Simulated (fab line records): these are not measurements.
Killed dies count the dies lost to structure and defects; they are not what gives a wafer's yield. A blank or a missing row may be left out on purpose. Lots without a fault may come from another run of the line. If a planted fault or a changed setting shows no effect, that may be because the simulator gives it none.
The tool behind it: which one?	flow berkeley-cmos170	14 lots with 42 wafers sampled at 4 steps, on a route of 331 steps

== WHAT EACH GAUGE READ, for each wafer ==
UCB170_M2_THK_MEAS_03: measures by xrf. Usual: for M2_AL_THK the level is 902 nm and the standard deviation is 12.
lot	measured	on	M2_AL_THK (nm)	flag
L850	day 7 06:53	film-metro-04	883 887 887	
L849	day 7 07:08	film-metro-03	895 890 897	
L851	day 8 04:06	film-metro-01	911 914 915	
L854	day 8 13:15	film-metro-03	905 914 914	
L855	day 8 22:43	film-metro-03	899 908 899	
L857	day 9 12:40	film-metro-04	901 893 889	
L858	day 9 12:45	film-metro-01	916 907 895	
L859	day 10 05:11	film-metro-01	900 900 910	
L864	day 10 20:13	film-metro-03	893 889 889	
L865	day 11 00:38	film-metro-04	894 901 887	
L867	day 11 14:19	film-metro-03	897 885 870	
L869	day 11 17:56	film-metro-01	907 922 918	
L871	day 11 22:25	film-metro-04	884 892 896	
L872	day 12 02:50	film-metro-01	904 919 908	

UCB170_M3_RS_MEAS_02: measurement is done with a four-point probe. Usual: for M3_AL_RS the level is 0.0323 ohm/sq and the standard deviation is 0.00033.
lot	measured	on	M3_AL_RS (ohm/sq)	flag
L850	day 7 14:50	film-metro-04	0.0321 0.0323 0.0322	
L849	day 7 15:04	film-metro-02	0.0326 0.0325 0.0327	
L851	day 8 08:55	film-metro-04	0.0322 0.0321 0.0323	
L854	day 8 22:16	film-metro-04	0.0319 0.0321 0.0319	
L855	day 9 06:22	film-metro-04	0.0328 0.0326 0.0325	
L857	day 9 18:41	film-metro-04	0.0327 0.0322 0.0324	
L858	day 9 18:43	film-metro-02	0.0320 0.0322 0.0326	
L859	day 10 11:45	film-metro-01	0.0320 0.0319 0.0321	
L864	day 11 01:50	film-metro-04	0.0321 0.0321 0.0323	
L865	day 11 05:59	film-metro-02	0.0323 0.0322 0.0323	
L867	day 11 20:37	film-metro-02	0.0323 0.0318 0.0320	
L869	day 12 00:16	film-metro-04	0.0321 0.0323 0.0320	
L871	day 12 03:28	film-metro-02	0.0320 0.0321 0.0315	
L872	day 12 07:52	film-metro-04	0.0320 0.0327 0.0325	

UCB170_M3_CD_MEAS_15: the cd target is 700 nm. Usual: cd-nm at 699.9 nm, with a standard deviation of 1.5.
lot	measured	on	cd-nm (nm)	flag
L850	day 7 17:29	cd-sem-02	697.1 697.7 698.6	
L849	day 7 17:36	cd-sem-02	700.4 699.1 700.5	
L851	day 8 10:48	cd-sem-01	700.8 698.2 699.8	
L854	day 9 01:45	cd-sem-01	702.5 701.1 701.7	
L855	day 9 08:14	cd-sem-02	696.8 697.6 697.5	
L857	day 9 22:04	cd-sem-01	699.5 698.8 699.5	
L858	day 9 22:07	cd-sem-02	701.9 701.4 701.8	
L859	day 10 14:53	cd-sem-02	701.0 700.6 701.1	
L864	day 11 03:56	cd-sem-02	699.9 700.0 700.5	
L865	day 11 08:19	cd-sem-02	698.9 699.5 697.1	
L867	day 11 22:43	cd-sem-02	699.3 700.1 699.9	
L869	day 12 02:10	cd-sem-01	702.8 702.1 701.2	
L871	day 12 05:25	cd-sem-02	700.8 699.2 700.3	
L872	day 12 09:52	cd-sem-02	700.5 700.5 700.1	

== TOOL THAT RAN EACH LOT (tool first, then ch and the chambers of the sampled wafers, then the start) ==
lot	UCB170_V2_CVD_00
L850	pecvd-01 ch 0,1,2, day 7 12:15
L849	pecvd-03 ch 1,2, day 7 12:32
L851	pecvd-04 ch 0,1,2, day 8 06:28
L854	pecvd-04 ch 1,2, day 8 16:32
L855	pecvd-03 ch 0,1, day 9 02:52
L857	pecvd-04 ch 1,2, day 9 15:20
L858	pecvd-01 ch 1,2, day 9 15:31
L859	pecvd-01 ch 1,2, day 10 08:14
L864	pecvd-04 ch 0,2, day 10 22:48
L865	pecvd-04 ch 0,2, day 11 03:19
L867	pecvd-03 ch 0,2, day 11 17:04
L869	pecvd-03 ch 1,2, day 11 21:25
L871	pecvd-03 ch 1,2, day 12 00:43
L872	pecvd-01 ch 0,1, day 12 05:16
- UCB170_V2_CVD_00: deposits SiO2 from TEOS/O2, target thk 2000 nm, time 250 s.

== AS READ BY THE TOOLS THEMSELVES (means over the sampled wafers that have a number; for cases with no such wafer, the mark the record gives instead) ==
UCB170_V2_CVD_00. Usual: heater-power-w 237 W, standard deviation 49; rf-fwd-power-W 548.4 W, standard deviation 1.8.
lot	tool	heater-power-w (W)	rf-fwd-power-W (W)	flag
L850	pecvd-01	260	548.0	
L849	pecvd-03	244	546.2	
L851	pecvd-04	220	547.9	
L854	pecvd-04	279	549.1	
L855	pecvd-03	228	549.1	
L857	pecvd-04	263	549.8	
L858	pecvd-01	246	550.3	
L859	pecvd-01	280	548.1	
L864	pecvd-04	243	548.0	
L865	pecvd-04	232	548.2	
L867	pecvd-03	214	547.2	
L869	pecvd-03	209	549.0	
L871	pecvd-03	246	550.6	
L872	pecvd-01	246	548.4	

== THE ANSWER, worked out from the rows above alone ==
Rule: take the mean of a lot's wafers that have a number; if it is more than 3 standard deviations from the usual mean, the lot is off. A lot without any number at a reading at which 4 lots or more have one is off too. The other lots that the step has rows for count as sound. The gauges are gone through in route order, then the tools' own readings, and for those a lot's mean is taken as printed above. The first step at which some lot is off is used, and at that step the reading that is off furthest; a lot without a number counts as furthest.
No lot is off at any reading shown: from this, nothing can be told.

== WHAT THE SIMULATOR PUT IN ==
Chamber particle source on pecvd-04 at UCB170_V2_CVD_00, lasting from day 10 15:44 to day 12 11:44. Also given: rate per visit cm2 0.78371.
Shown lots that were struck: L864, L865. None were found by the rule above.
